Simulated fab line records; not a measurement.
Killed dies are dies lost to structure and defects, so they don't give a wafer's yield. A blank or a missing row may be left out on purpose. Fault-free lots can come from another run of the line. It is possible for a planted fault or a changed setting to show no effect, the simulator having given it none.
A lot that was struck, set against a sound lot	flow berkeleyCmos170	14 steps out of a route of 331
Sound: the wafers L328.1, L328.5, L328.6. Wafers struck: L339.1, L339.4, L339.6. At the end, the cause is stated.
For every step that has rows: the tool of each side, followed by ch and its chambers, followed by its first start. Under that, the readings that differ: sound wafers	struck wafers	difference of the means	sigmas: that difference in standard deviations of wafers without a fault.
alike: readings whose means differ by less than 2 such deviations, and words and numbers that are the same on both sides. not compared: withheld readings, readings that some wafer has no value for, bounds like >300 that may hide the same value, and numbers for which the record gives no deviation and whose values overlap.
The two part at a step that has a row with sigmas, a row that says differs or no value, or rows on one side only. When numbers do not overlap yet have no deviation, they are printed without sigmas and do not part them. A reading missing from all wafers of one side parts the sides only when that side holds two or more wafers.

first, 1 step without rows for these wafers: UCB170_NVT_IMPLANT_07.
UCB170_NVT_STRIP_08: strips in O2.
  sound on plasmaAsher-02 ch 0,1, day 6 20:59; struck on plasmaAsher-02 ch 0,1, day 8 16:10
  alike: chamberPressureMTorr, drypumpMotorCurrentA, oesProductAu, stripTimeToEndpointS
  not compared: rfHoursCounterH
UCB170_NVT_TW_MEAS_09:
  sound: filmMetro-01 at day 6 21:05; struck: filmMetro-02 at day 8 16:16
  alike: NVT_TW
then, 7 steps without rows for these wafers: UCB170_NVT_CLEAN_10 (cleans in SPM, time 600 s); UCB170_PVT_HMDS_00 (prime time 60 s); UCB170_PVT_COAT_01 (resist thk 900 nm); UCB170_PVT_SOFTBAKE_02 (time 60 s); UCB170_PVT_EXPOSE_03 (exposes mask NWELL, target cd 3000 nm); UCB170_PVT_PEB_04; UCB170_PVT_DEVELOP_05 (develop time 45 s).
UCB170_PVT_OVL_MEAS_06:
  sound: overlay-01 at day 6 22:37; struck: overlay-02 at day 8 20:43
  alike: PVT_OVL
then, 1 step without rows for these wafers: UCB170_PVT_IMPLANT_07.
UCB170_PVT_STRIP_08: strips in O2.
  sound on plasmaAsher-04 ch 0,1, day 6 22:49; struck on plasmaAsher-04 ch 0,1, day 8 20:53
  no value came back on the struck wafers for chamberPressureMTorr (mTorr), drypumpMotorCurrentA (A), oesProductAu (a.u.), stripTimeToEndpointS (s); on the sound wafers chamberPressureMTorr (mTorr) reads 3497 3504 3500
reading	sound	struck	difference	sigmas
model.KrF_of_PVT_COAT_01.thkNm (nm)	0 0 0	889.7 885.5 885.4	+886.9	
  not compared: rfHoursCounterH
UCB170_PVT_TW_MEAS_09:
  sound: filmMetro-04 at day 6 22:55; struck: filmMetro-04 at day 8 20:59
  alike: PVT_TW

WHERE THEY PART
UCB170_PVT_STRIP_08 only, going by this record. Later steps at which nothing parts them and some readings are alike: UCB170_PVT_TW_MEAS_09.

WHY: what the simulator had put in
Skipped step whole: plasmaAsher-04, from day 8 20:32 on, at UCB170_PVT_STRIP_08. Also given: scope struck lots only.
